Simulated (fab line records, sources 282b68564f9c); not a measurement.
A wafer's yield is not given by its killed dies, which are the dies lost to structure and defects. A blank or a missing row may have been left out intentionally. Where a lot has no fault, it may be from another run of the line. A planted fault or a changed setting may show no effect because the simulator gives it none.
2 desks, one fault + flow rit cmos + numbers are kept per desk, each desk with only its own; the story behind them comes last

== FOR THE TOOL OWNER'S DESK: furnace-02 ==
The tool's own readings at RIT_ACTIVE_OXIDATION_01 (target thk 46.8 nm, ox time 3360 s): means of the sampled wafers that have a number, for each lot that ran on this tool. The brackets show how far a lot's mean lies from the usual mean; more than 4 standard deviations puts the lot out of limits, marked OUT.
Columns: A = ox temp c max at RIT_ACTIVE_OXIDATION_01, usual 1007.3; B = zone power load pct at RIT_ACTIVE_OXIDATION_01, usual 30.7 %
| lot  | first seen here | A      | B    |
|------|-----------------|--------|------|
| L278 | day 2 01:07     | 1008.2 | 32.1 |
| L287 | day 3 22:07     | 1011.0 | 32.1 |
| L292 | day 4 23:16     | 1008.8 | 31.9 |
| L293 | day 5 04:07     | 1009.9 | 31.7 |
Result from this desk: across the 4 lots, nothing is out of limits.

== METROLOGY DESK ==
Means of the sampled wafers that have a number, per lot and without regard to the tool the lot ran on: this is what the gauges read. The brackets show how far a lot's mean lies from the usual mean; more than 4 standard deviations puts the lot out of limits, marked OUT.
Columns: A = ACTIVE_OXIDE_THK at RIT_ACTIVE_THK_MEAS_02, usual 48.1 nm
| lot  | first seen here | A              |
|------|-----------------|----------------|
| L276 | day 1 17:04     | 48.2           |
| L277 | day 1 22:03     | 46.9           |
| L278 | day 2 03:03     | 49.0           |
| L279 | day 2 08:05     | 49.0           |
| L280 | day 2 13:03     | 48.1           |
| L281 | day 2 18:03     | 47.0           |
| L283 | day 3 04:04     | 48.1           |
| L285 | day 3 14:03     | 47.8           |
| L287 | day 4 00:04     | 48.5           |
| L292 | day 5 01:13     | 73.9 (+32) OUT |
| L293 | day 5 06:05     | 73.5 (+31) OUT |
| L295 | day 5 16:03     | 48.6           |
| L296 | day 5 22:26     | 48.6           |
| L298 | day 6 07:04     | 49.0           |
This desk's result: L292, L293 out of limits, first on L292 (ACTIVE_OXIDE_THK at RIT_ACTIVE_THK_MEAS_02), day 5 01:13. L276, L277, L278, L279, L280, L281, L283, L285, L287, L295, L296, L298: within limits.

== TAKEN TOGETHER ==
L292, L293 would have let the metrology desk raise an alarm at day 5 01:13.
The tool owner's desk saw nothing out of limits.
Tool owner's desk: L292, L293 on record, inside its limits.
Every lot named ran RIT_ACTIVE_OXIDATION_01 on furnace-02.

== WHAT HAD BEEN PUT IN BY THE SIMULATOR ==
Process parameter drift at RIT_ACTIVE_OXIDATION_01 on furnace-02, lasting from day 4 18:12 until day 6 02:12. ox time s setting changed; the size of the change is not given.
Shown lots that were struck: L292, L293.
Hours from the fault's start to each desk's first reading out of limits: the metrology desk, 7.
